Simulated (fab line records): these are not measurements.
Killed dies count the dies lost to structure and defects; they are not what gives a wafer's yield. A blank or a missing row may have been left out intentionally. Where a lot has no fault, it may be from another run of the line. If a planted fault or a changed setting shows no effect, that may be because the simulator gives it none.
fab line records	flow ritCmos
record lots=5	wafers=23
route steps=202 shown ACTIVE@2 FOX2@23 NRETRO@55 PRETRO@65 GATE@79
startH: the number of hours between the record's first day and the start of the first shown wafer of the lot	waitH: time in hours since the lot's previous step	" unchanged from the row above	L1.1+2: one row covering several wafers at once	- no value, or no start was given	* or withheld: withheld	< > ~ a bound
route shown NAME@n: names a module that has steps shown in the file, with the first one's number in the route	usual: mean and standard deviation over wafers with no fault	same: alike in all rows	chamber/n: place in a boat	sites: readings site by site	_std_site: the standard deviation of these	_edge_site: the outer-site mean with the inner-site mean subtracted	radiusMm: for every site, how far away it sits from the centre of the wafer	mask NAME#n: copy n	behind: the last tool/chamber to shape the wafer	hold: the reason the lot was held/the length of the hold in hours/how it ended	device: the transistor (n, p or np) that didn't switch	end of line: the same wafers' tests at the end of the route	a step with no rows: only its recipe	killed: dies that structure and defects cost at the first sort, which is not the same as the wafer's yield	map: a wafer's dies, marking killed ones x, the rest . and places with no die _
set.NAME: the setting that was run; set.NAME@STEP: the one run at that earlier step	model.NAME: the simulator's own value behind a step, which no gauge read
lots run with intentionally changed settings; tables by step, rows by wafer
## steps
# step RIT_ACTIVE_OXIDATION_01
# recipe tempC=1000	ambient=O2	targetThkA=468	oxTimeS=3360
lot.wafer	tool	chamber	startH	waitH	set.tempC	model.SiO2_of_ACTIVE_OXIDATION_01.thkNm
L076.1	-	-	-	0.1	1000	47.4
L076.2	"	-	"	"	1000	46.53
L076.4	"	-	"	"	1000	47.16
L076.5	"	-	"	"	1000	47.26
L076.6	"	-	"	"	1000	46.75
L078.1	-	-	-	0.1	1023	57.09
L078.3	"	-	"	"	1023	57.25
L078.4	"	-	"	"	1023	56.64
L078.5	"	-	"	"	1023	56.43
L078.6	"	-	"	"	1023	57.19
L080.1	-	-	-	0.4	992	43.78
L080.2	"	-	"	"	992	44
L080.4	"	-	"	"	992	43.09
L080.5	"	-	"	"	992	42.49
L080.6	"	-	"	"	992	42.76
L081.1	-	-	-	1.0	1025	57.92
L081.3	"	-	"	"	1025	58.38
L081.4	"	-	"	"	1025	58.95
L081.5	"	-	"	"	1025	58.08
L081.6	"	-	"	"	1025	58.51
L083.1	furnace-03	0	55.41	0.4	1000	46.28
L083.2	"	0	"	"	1000	46.44
L083.6	"	0	"	"	1000	46.73
# step RIT_ACTIVE_THK_MEAS_02
# recipe reads=SiO2_of_ACTIVE_OXIDATION_01
# usual ACTIVE_OXIDE_THK=46.8/0.96
lot.wafer	tool	chamber	startH	waitH	set.tempC@ACTIVE_OXIDATION_01	ACTIVE_OXIDE_THK[nm]
L076.1	filmMetro-01	-	-	-	1000	47.4
L076.2	"	-	"	"	1000	46.5
L076.4	"	-	"	"	1000	47.2
L076.5	"	-	"	"	1000	47.3
L076.6	"	-	"	"	1000	46.8
L078.1	filmMetro-01	-	-	-	1023	57.1
L078.3	"	-	"	"	1023	57.2
L078.4	"	-	"	"	1023	56.6
L078.5	"	-	"	"	1023	56.4
L078.6	"	-	"	"	1023	57.2
L080.1	filmMetro-02	-	-	-	992	43.7
L080.2	"	-	"	"	992	44.1
L080.4	"	-	"	"	992	43.1
L080.5	"	-	"	"	992	42.6
L080.6	"	-	"	"	992	42.8
L081.1	filmMetro-01	-	-	-	1025	58.0
L081.3	"	-	"	"	1025	58.3
L081.4	"	-	"	"	1025	58.9
L081.5	"	-	"	"	1025	58.1
L081.6	"	-	"	"	1025	58.5
L083.1	filmMetro-02	-	57.34	0.0	1000	46.3
L083.2	"	-	"	"	1000	46.4
L083.6	"	-	"	"	1000	46.8
# step RIT_ACTIVE_COAT_06
# recipe resist=NOVOLAK	spinRpm=3250	resistThkNm=1000
lot.wafer	tool	chamber	startH	waitH	set.spinRpm	model.NOVOLAK_of_ACTIVE_COAT_06.thkNm
L076.1	lithoTrack-01	0	23.74	0.1	3250	1008
L076.2	"	0	"	"	3365	988.9
L076.4	"	0	"	"	3365	987.5
L076.5	"	0	"	"	3365	989.7
L076.6	"	0	"	"	3250	1004
L078.1	lithoTrack-01	0	33.77	0.1	3250	1000
L078.3	"	0	"	"	3250	1002
L078.4	"	0	"	"	3250	998.9
L078.5	"	0	"	"	3250	1001
L078.6	"	0	"	"	3250	998.6
L080.1	lithoTrack-01	0	43.99	0.1	3029	1043
L080.2	"	0	"	"	3029	1040
L080.4	"	0	"	"	3250	1004
L080.5	"	0	"	"	3250	1005
L080.6	"	0	"	"	3029	1042
L081.1	lithoTrack-04	0	49.60	0.1	3410	978.8
L081.3	"	0	"	"	3410	975.5
L081.4	"	0	"	"	3250	1002
L081.5	"	0	"	"	3250	999.5
L081.6	"	0	"	"	3250	1001
L083.1	lithoTrack-01	0	59.03	0.1	3250	997.7
L083.2	"	0	"	"	3250	1001
L083.6	"	0	"	"	3250	997.1
# step RIT_ACTIVE_SOFTBAKE_07
# recipe resist=NOVOLAK	tempC=90	timeS=60
# step RIT_ACTIVE_EXPOSE_08
# recipe maskId=M1	na=0.6	sourceShape=conventional	sigmaOuter=0.6	targetCdNm=1400	doseMj=225
# step RIT_ACTIVE_DEVELOP_10
# recipe resist=NOVOLAK	developTimeS=50	devTempC=23
# step RIT_ACTIVE_HARDBAKE_12
# recipe resist=NOVOLAK	tempC=140	timeS=60
lot.wafer	tool	chamber	startH	waitH	set.spinRpm@ACTIVE_COAT_06	model.NOVOLAK_of_ACTIVE_COAT_06.thkNm
L076.1	lithoTrack-04	0	24.56	0.1	3250	890.5
L076.2	"	0	"	"	3365	874
L076.4	"	0	"	"	3365	872.8
L076.5	"	0	"	"	3365	874.7
L076.6	"	0	"	"	3250	887.5
L078.1	lithoTrack-04	0	34.59	0.1	3250	884
L078.3	"	0	"	"	3250	885.5
L078.4	"	0	"	"	3250	882.9
L078.5	"	0	"	"	3250	884.2
L078.6	"	0	"	"	3250	882.6
L080.1	lithoTrack-03	0	44.94	0.1	3029	921
L080.2	"	0	"	"	3029	918.9
L080.4	"	0	"	"	3250	887.4
L080.5	"	0	"	"	3250	888.2
L080.6	"	0	"	"	3029	920.6
L081.1	lithoTrack-03	0	50.55	0.1	3410	865.2
L081.3	"	0	"	"	3410	862.3
L081.4	"	0	"	"	3250	885.5
L081.5	"	0	"	"	3250	883.4
L081.6	"	0	"	"	3250	884.5
L083.1	lithoTrack-01	0	59.85	0.1	3250	881.8
L083.2	"	0	"	"	3250	884.2
L083.6	"	0	"	"	3250	881.2
# step RIT_FOX2_OXIDATION_00
# recipe tempC=1100	ambient=H2O	targetThkA=3507	pH2oTorr=720	oxTimeS=1130
lot.wafer	tool	chamber	startH	waitH	set.oxTimeS	model.SiO2_of_FOX2_OXIDATION_00.thkNm
L076.1	-	-	-	1.0	1219	374.2
L076.2	"	-	"	"	1219	368.1
L076.4	"	-	"	"	1219	371.2
L076.5+6	"	-	"	"	1219	372.3
L078.1	-	-	-	0.0	1253	371.9
L078.3	"	-	"	"	1253	375.4
L078.4	"	-	"	"	1253	378
L078.5	"	-	"	"	1253	375.8
L078.6	"	-	"	"	1253	381
L080.1	-	-	-	0.0	1033	333.5
L080.2	"	-	"	"	1033	324
L080.4	"	-	"	"	1033	329.9
L080.5	"	-	"	"	1033	329.2
L080.6	"	-	"	"	1033	333.4
L081.1	-	-	-	0.0	1040	332.1
L081.3	"	-	"	"	1040	332.5
L081.4	"	-	"	"	1040	331
L081.5	"	-	"	"	1040	335.5
L081.6	"	-	"	"	1040	336.6
L083.1	furnace-03	0	62.30	0.0	1130	348.9
L083.2	"	0	"	"	1130	348.6
L083.6	"	0	"	"	1130	345.7
# step RIT_FOX2_THK_MEAS_01
# recipe reads=SiO2_of_FOX2_OXIDATION_00
# usual FOX2_OXIDE_THK=350/5.6
lot.wafer	tool	chamber	startH	waitH	set.oxTimeS@FOX2_OXIDATION_00	FOX2_OXIDE_THK[nm]
L076.1	filmMetro-04	-	-	-	1219	374
L076.2	"	-	"	"	1219	368
L076.4	"	-	"	"	1219	371
L076.5	"	-	"	"	1219	373
L076.6	"	-	"	"	1219	373
L078.1	filmMetro-04	-	-	-	1253	372
L078.3	"	-	"	"	1253	375
L078.4	"	-	"	"	1253	378
L078.5	"	-	"	"	1253	376
L078.6	"	-	"	"	1253	381
L080.1	filmMetro-04	-	-	-	1033	334
L080.2	"	-	"	"	1033	324
L080.4	"	-	"	"	1033	330
L080.5	"	-	"	"	1033	329
L080.6	"	-	"	"	1033	333
L081.1	filmMetro-02	-	-	-	1040	332
L081.3	"	-	"	"	1040	332
L081.4	"	-	"	"	1040	331
L081.5	"	-	"	"	1040	336
L081.6	"	-	"	"	1040	337
L083.1	filmMetro-04	-	63.61	0.0	1130	349
L083.2	"	-	"	"	1130	349
L083.6	"	-	"	"	1130	346
# step RIT_FOX2_CLEAN_02
# recipe chemistry=dHF	dilution=50:1	timeS=180
# step RIT_FOX2_WET_ETCH_03
# recipe chemistry=H3PO4	target=Si3N4	targetDepthNm=195	tempC=165	timeS=2700
# step RIT_FOX2_THK_MEAS_90
# recipe reads=SiO2_of_FOX2_OXIDATION_00
# usual FIELD_OXIDE_LEFT_1_THK=322/5.6
lot.wafer	tool	chamber	startH	waitH	set.oxTimeS@FOX2_OXIDATION_00	FIELD_OXIDE_LEFT_1_THK[nm]
L076.1	filmMetro-02	-	31.83	0.0	1219	347
L076.2	"	-	"	"	1219	341
L076.4	"	-	"	"	1219	344
L076.5	"	-	"	"	1219	345
L076.6	"	-	"	"	1219	345
L078.1	filmMetro-03	-	41.32	0.0	1253	345
L078.3	"	-	"	"	1253	349
L078.4	"	-	"	"	1253	351
L078.5	"	-	"	"	1253	349
L078.6	"	-	"	"	1253	354
L080.1	filmMetro-02	-	50.55	0.0	1033	307
L080.2	"	-	"	"	1033	297
L080.4	"	-	"	"	1033	303
L080.5	"	-	"	"	1033	302
L080.6	"	-	"	"	1033	306
L081.1	filmMetro-04	-	55.21	0.0	1040	305
L081.3	"	-	"	"	1040	305
L081.4	"	-	"	"	1040	304
L081.5	"	-	"	"	1040	308
L081.6	"	-	"	"	1040	310
L083.1	filmMetro-04	-	64.49	0.0	1130	322
L083.2	"	-	"	"	1130	321
L083.6	"	-	"	"	1130	318
# step RIT_NRETRO_SOFTBAKE_02
# recipe resist=NOVOLAK	tempC=90	timeS=60
lot.wafer	tool	chamber	startH	waitH	set.tempC
L076.1+2+4+5+6	lithoTrack-01	0	41.59	0.1	90
L078.1+3+5	lithoTrack-01	0	50.30	0.1	90
L078.4+6	"	0	"	"	86.77
L080.1+4+5	lithoTrack-03	0	60.38	0.1	90
L080.2+6	"	0	"	"	92.38
L081.1+3+5	lithoTrack-02	0	64.18	0.1	92.73
L081.4+6	"	0	"	"	90
L083.1+2+6	lithoTrack-03	0	73.54	0.1	90
# step RIT_NRETRO_EXPOSE_03
# recipe maskId=M4	na=0.57	targetCdNm=43900	doseMj=250
# step RIT_NRETRO_PEB_04
# recipe resist=NOVOLAK	tempC=withheld	timeS=withheld
# step RIT_NRETRO_DEVELOP_05
# recipe resist=NOVOLAK	developTimeS=68	devTempC=23
lot.wafer	tool	chamber	startH	waitH	set.tempC@NRETRO_SOFTBAKE_02	model.NOVOLAK_of_NRETRO_COAT_01.thkNm
L076.1	lithoTrack-01	0	-	-	90	1304
L076.2+4+5	"	0	"	"	90	1303
L076.6	"	0	"	"	90	1305
L078.1	lithoTrack-01	0	-	-	90	1305
L078.3	"	0	"	"	90	1304
L078.4	"	0	"	"	86.77	1314
L078.5	"	0	"	"	90	1306
L078.6	"	0	"	"	86.77	1318
L080.1	lithoTrack-01	0	-	-	90	1304
L080.2	"	0	"	"	92.38	1294
L080.4	"	0	"	"	90	1302
L080.5	"	0	"	"	90	1305
L080.6	"	0	"	"	92.38	1293
L081.1	lithoTrack-01	0	-	-	92.73	1290
L081.3	"	0	"	"	92.73	1295
L081.4	"	0	"	"	90	1303
L081.5	"	0	"	"	92.73	1291
L081.6	"	0	"	"	90	1306
L083.1	lithoTrack-02	0	-	-	90	1303
L083.2	"	0	"	"	90	1308
L083.6	"	0	"	"	90	1309
# step RIT_NRETRO_IMPLANT_08
# recipe species=P	energyKev=70	doseCm2=1e+13	tiltDeg=7
lot.wafer	tool	chamber	startH	waitH	set.doseCm2
L076.1+4	implanter-03	0	42.46	0.2	9.707e+12
L076.2+5+6	"	0	"	"	1e+13
L078.1+4	implanter-04	0	51.29	0.2	1e+13
L078.3+5+6	"	0	"	"	9.304e+12
L080.1+5+6	implanter-04	0	61.37	0.2	1.052e+13
L080.2+4	"	0	"	"	1e+13
L081.1+4	implanter-04	0	65.11	0.2	1e+13
L081.3+5+6	"	0	"	"	1.034e+13
L083.1+2+6	implanter-03	0	74.41	0.2	1e+13
# step RIT_NRETRO_STRIP_09
# recipe chemistry=O2	timeS=180	resist=NOVOLAK	platenTempC=withheld	powerW=500	pressureMtorr=4000	o2FlowSccm=4000
# step RIT_NRETRO_TW_MEAS_10
# usual NRETRO_TW=1053/6.4
lot.wafer	tool	chamber	startH	waitH	set.doseCm2@NRETRO_IMPLANT_08	NRETRO_TW
L076.1	filmMetro-03	-	42.78	0.1	9.707e+12	1047
L076.2	"	-	"	"	1e+13	1059
L076.4	"	-	"	"	9.707e+12	1048
L076.5	"	-	"	"	1e+13	1056
L076.6	"	-	"	"	1e+13	1060
L078.1	filmMetro-03	-	51.62	0.1	1e+13	1057
L078.3	"	-	"	"	9.304e+12	1028
L078.4	"	-	"	"	1e+13	1050
L078.5	"	-	"	"	9.304e+12	1023
L078.6	"	-	"	"	9.304e+12	1028
L080.1	filmMetro-03	-	61.69	0.1	1.052e+13	1067
L080.2	"	-	"	"	1e+13	1050
L080.4	"	-	"	"	1e+13	1058
L080.5	"	-	"	"	1.052e+13	1070
L080.6	"	-	"	"	1.052e+13	1074
L081.1	filmMetro-01	-	65.43	0.1	1e+13	1066
L081.3	"	-	"	"	1.034e+13	1078
L081.4	"	-	"	"	1e+13	1065
L081.5	"	-	"	"	1.034e+13	1076
L081.6	"	-	"	"	1.034e+13	1074
L083.1	filmMetro-02	-	74.73	0.1	1e+13	1044
L083.2	"	-	"	"	1e+13	1044
L083.6	"	-	"	"	1e+13	1040
# step RIT_PRETRO_COAT_01
# recipe resist=NOVOLAK	spinRpm=2000	resistThkNm=1300
lot.wafer	tool	chamber	startH	waitH	set.spinRpm	model.NOVOLAK_of_PRETRO_COAT_01.thkNm
L076.1	lithoTrack-01	0	42.99	0.1	1878	1335
L076.2	"	0	"	"	1878	1338
L076.4	"	0	"	"	2000	1298
L076.5	"	0	"	"	2000	1296
L076.6	"	0	"	"	2000	1304
L078.1	lithoTrack-03	0	51.83	0.1	2000	1305
L078.3+5	"	0	"	"	2000	1298
L078.4+6	"	0	"	"	2000	1299
L080.1	lithoTrack-04	0	61.90	0.1	2000	1302
L080.2	"	0	"	"	2040	1289
L080.4	"	0	"	"	2000	1301
L080.5	"	0	"	"	2040	1287
L080.6	"	0	"	"	2000	1300
L081.1	lithoTrack-04	0	65.64	0.1	1955	1318
L081.3	"	0	"	"	2000	1305
L081.4	"	0	"	"	2000	1301
L081.5	"	0	"	"	1955	1316
L081.6	"	0	"	"	2000	1303
L083.1	lithoTrack-03	0	74.94	0.1	2000	1300
L083.2	"	0	"	"	2000	1299
L083.6	"	0	"	"	2000	1298
# step RIT_PRETRO_SOFTBAKE_02
# recipe resist=NOVOLAK	tempC=90	timeS=60
# step RIT_PRETRO_EXPOSE_03
# recipe maskId=M5	na=0.57	targetCdNm=43700	doseMj=250
# step RIT_PRETRO_DEVELOP_05
# recipe resist=NOVOLAK	developTimeS=68	devTempC=23
# step RIT_PRETRO_HARDBAKE_07
# recipe resist=NOVOLAK	tempC=140	timeS=120
lot.wafer	tool	chamber	startH	waitH	set.spinRpm@PRETRO_COAT_01	model.NOVOLAK_of_PRETRO_COAT_01.thkNm
L076.1	lithoTrack-03	0	43.76	0.0	1878	1167
L076.2	"	0	"	"	1878	1170
L076.4	"	0	"	"	2000	1136
L076.5	"	0	"	"	2000	1133
L076.6	"	0	"	"	2000	1140
L078.1	lithoTrack-01	0	52.72	0.0	2000	1141
L078.3+4+5+6	"	0	"	"	2000	1136
L080.1	lithoTrack-01	0	62.79	0.0	2000	1139
L080.2	"	0	"	"	2040	1128
L080.4	"	0	"	"	2000	1138
L080.5	"	0	"	"	2040	1126
L080.6	"	0	"	"	2000	1137
L081.1	lithoTrack-01	0	66.41	0.0	1955	1152
L081.3	"	0	"	"	2000	1141
L081.4	"	0	"	"	2000	1138
L081.5	"	0	"	"	1955	1151
L081.6	"	0	"	"	2000	1139
L083.1+2	lithoTrack-01	0	75.83	0.0	2000	1136
L083.6	"	0	"	"	2000	1135
# step RIT_PRETRO_IMPLANT_08
# recipe species=B	energyKev=45	doseCm2=1.2e+13	tiltDeg=7
lot.wafer	tool	chamber	startH	waitH	set.energyKev	model.implant.rpNm	model.implant.drpNm
L076.1+4+5	implanter-03	0	44.01	0.2	45	144.3	55.07
L076.2+6	"	0	"	"	46.07	147.6	55.84
L078.1+6	implanter-01	0	52.97	0.2	45	144.4	55.07
L078.3+4+5	"	0	"	"	43.66	140.3	54.09
L080.1+2+6	implanter-04	0	63.04	0.2	42.34	134.5	53.1
L080.4+5	"	0	"	"	45	142.5	55.07
L081.1+3	implanter-04	0	66.66	0.2	43.36	138.9	53.87
L081.4+5+6	"	0	"	"	45	143.9	55.07
L083.1+2+6	implanter-04	0	76.08	0.2	45	141.7	55.07
# step RIT_GATE_CLEAN_04
# recipe chemistry=dHF	dilution=50:1	timeS=60	dry=n2Spin
lot.wafer	tool	chamber	startH	waitH	set.timeS
L076.1+2+4+5+6	-	-	-	0.0	60
L078.1+3+4+5+6	-	-	-	0.0	65.53
L080.1+2+4+5+6	-	-	-	0.0	63.98
L081.1+3+4+5+6	-	-	-	0.0	68.46
L083.1+2+6	wetBench-02	2	76.86	0.0	60
# step RIT_FOX2_THK_MEAS_91
# recipe reads=SiO2_of_FOX2_OXIDATION_00
# usual FIELD_OXIDE_LEFT_2_THK=255/5.8
lot.wafer	tool	chamber	startH	waitH	set.oxTimeS@FOX2_OXIDATION_00	FIELD_OXIDE_LEFT_2_THK[nm]
L076.1	filmMetro-02	-	-	-	1219	279
L076.2	"	-	"	"	1219	273
L076.4	"	-	"	"	1219	276
L076.5	"	-	"	"	1219	277
L076.6	"	-	"	"	1219	277
L078.1	filmMetro-04	-	-	-	1253	277
L078.3	"	-	"	"	1253	281
L078.4	"	-	"	"	1253	283
L078.5	"	-	"	"	1253	281
L078.6	"	-	"	"	1253	286
L080.1	filmMetro-03	-	-	-	1033	239
L080.2	"	-	"	"	1033	229
L080.4	"	-	"	"	1033	235
L080.5	"	-	"	"	1033	235
L080.6	"	-	"	"	1033	238
L081.1	filmMetro-04	-	-	-	1040	236
L081.3	"	-	"	"	1040	236
L081.4	"	-	"	"	1040	235
L081.5	"	-	"	"	1040	239
L081.6	"	-	"	"	1040	240
L083.1	filmMetro-03	-	76.89	0.0	1130	254
L083.2	"	-	"	"	1130	254
L083.6	"	-	"	"	1130	250
# step RIT_GATE_CVD_08
# recipe material=poly-Si	targetThkNm=250	tempC=610	precursor=SiH4	timeS=2220	pressureMtorr=300	sih4FlowSccm=100
lot.wafer	tool	chamber	startH	waitH	set.pressureMtorr	model.poly-Si_of_GATE_CVD_08.thkNm
L076.1	-	-	-	0.3	300	249.2
L076.2	"	-	"	"	300	249.6
L076.4	"	-	"	"	300	249.7
L076.5	"	-	"	"	300	250.5
L076.6	"	-	"	"	300	251.2
L078.1	-	-	-	0.1	312.9	258.5
L078.3+6	"	-	"	"	312.9	258.4
L078.4	"	-	"	"	312.9	260.1
L078.5	"	-	"	"	312.9	259.9
L080.1	-	-	-	0.1	272.1	236
L080.2	"	-	"	"	272.1	234.6
L080.4	"	-	"	"	272.1	237.1
L080.5	"	-	"	"	272.1	236.4
L080.6	"	-	"	"	272.1	235.3
L081.1	-	-	-	0.1	317.6	256.6
L081.3+4	"	-	"	"	317.6	258.2
L081.5	"	-	"	"	317.6	255.6
L081.6	"	-	"	"	317.6	258.1
L083.1	lpcvd-01	1	80.09	0.2	300	250.4
L083.2	"	1	"	"	300	250.3
L083.6	"	1	"	"	300	248.5
# step RIT_GATE_THK_MEAS_09
# recipe reads=poly-Si_of_GATE_CVD_08
# usual GATE_POLY_THK=250.1/2.6
lot.wafer	tool	chamber	startH	waitH	set.pressureMtorr@GATE_CVD_08	GATE_POLY_THK[nm]
L076.1	filmMetro-04	-	-	-	300	249.2
L076.2	"	-	"	"	300	249.4
L076.4	"	-	"	"	300	249.7
L076.5	"	-	"	"	300	250.4
L076.6	"	-	"	"	300	251.5
L078.1	filmMetro-04	-	-	-	312.9	258.7
L078.3	"	-	"	"	312.9	258.5
L078.4	"	-	"	"	312.9	260.0
L078.5	"	-	"	"	312.9	259.8
L078.6	"	-	"	"	312.9	258.3
L080.1	filmMetro-02	-	-	-	272.1	236.1
L080.2	"	-	"	"	272.1	234.6
L080.4	"	-	"	"	272.1	237.1
L080.5	"	-	"	"	272.1	236.5
L080.6	"	-	"	"	272.1	235.1
L081.1	filmMetro-04	-	-	-	317.6	256.6
L081.3	"	-	"	"	317.6	258.4
L081.4	"	-	"	"	317.6	258.1
L081.5	"	-	"	"	317.6	255.7
L081.6	"	-	"	"	317.6	258.0
L083.1	filmMetro-03	-	81.71	0.0	300	250.4
L083.2	"	-	"	"	300	250.1
L083.6	"	-	"	"	300	248.5
## key
split step=RIT_ACTIVE_OXIDATION_01	setting=tempC	stated=1000	by=lot
response step=RIT_ACTIVE_OXIDATION_01	reading=model.SiO2_of_ACTIVE_OXIDATION_01.thkNm	change=+4.51	per=1%	r=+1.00
response step=RIT_ACTIVE_THK_MEAS_02	reading=ACTIVE_OXIDE_THK	change=+4.51	per=1%	r=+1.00
split step=RIT_ACTIVE_COAT_06	setting=spinRpm	stated=3250	by=wafer
response step=RIT_ACTIVE_COAT_06	reading=model.NOVOLAK_of_ACTIVE_COAT_06.thkNm	change=-5.17	per=1%	r=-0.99
response step=RIT_ACTIVE_HARDBAKE_12	reading=model.NOVOLAK_of_ACTIVE_COAT_06.thkNm	change=-4.53	per=1%	r=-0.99
split step=RIT_FOX2_OXIDATION_00	setting=oxTimeS	stated=1130	by=lot
response step=RIT_FOX2_OXIDATION_00	reading=model.SiO2_of_FOX2_OXIDATION_00.thkNm	change=+2.39	per=1%	r=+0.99
response step=RIT_FOX2_THK_MEAS_01	reading=FOX2_OXIDE_THK	change=+2.39	per=1%	r=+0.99
response step=RIT_FOX2_THK_MEAS_90	reading=FIELD_OXIDE_LEFT_1_THK	change=+2.38	per=1%	r=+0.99
response step=RIT_FOX2_THK_MEAS_91	reading=FIELD_OXIDE_LEFT_2_THK	change=+2.41	per=1%	r=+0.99
split step=RIT_NRETRO_SOFTBAKE_02	setting=tempC	stated=90	by=wafer
response step=RIT_NRETRO_DEVELOP_05	reading=model.NOVOLAK_of_NRETRO_COAT_01.thkNm	change=-3.64	per=1%	r=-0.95
split step=RIT_NRETRO_IMPLANT_08	setting=doseCm2	stated=1e+13	by=wafer
response step=RIT_NRETRO_TW_MEAS_10	reading=NRETRO_TW	change=+3.56	per=1%	r=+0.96
split step=RIT_PRETRO_COAT_01	setting=spinRpm	stated=2000	by=wafer
response step=RIT_PRETRO_COAT_01	reading=model.NOVOLAK_of_PRETRO_COAT_01.thkNm	change=-6.17	per=1%	r=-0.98
response step=RIT_PRETRO_HARDBAKE_07	reading=model.NOVOLAK_of_PRETRO_COAT_01.thkNm	change=-5.32	per=1%	r=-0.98
split step=RIT_PRETRO_IMPLANT_08	setting=energyKev	stated=45	by=wafer
response step=RIT_PRETRO_IMPLANT_08	reading=model.implant.rpNm	change=+1.36	per=1%	r=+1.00
response step=RIT_PRETRO_IMPLANT_08	reading=model.implant.drpNm	change=+0.332	per=1%	r=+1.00
split step=RIT_GATE_CLEAN_04	setting=timeS	stated=60	by=lot
response none clear
split step=RIT_GATE_CVD_08	setting=pressureMtorr	stated=300	by=lot
response step=RIT_GATE_CVD_08	reading=model.poly-Si_of_GATE_CVD_08.thkNm	change=+1.53	per=1%	r=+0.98
response step=RIT_GATE_THK_MEAS_09	reading=GATE_POLY_THK	change=+1.53	per=1%	r=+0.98
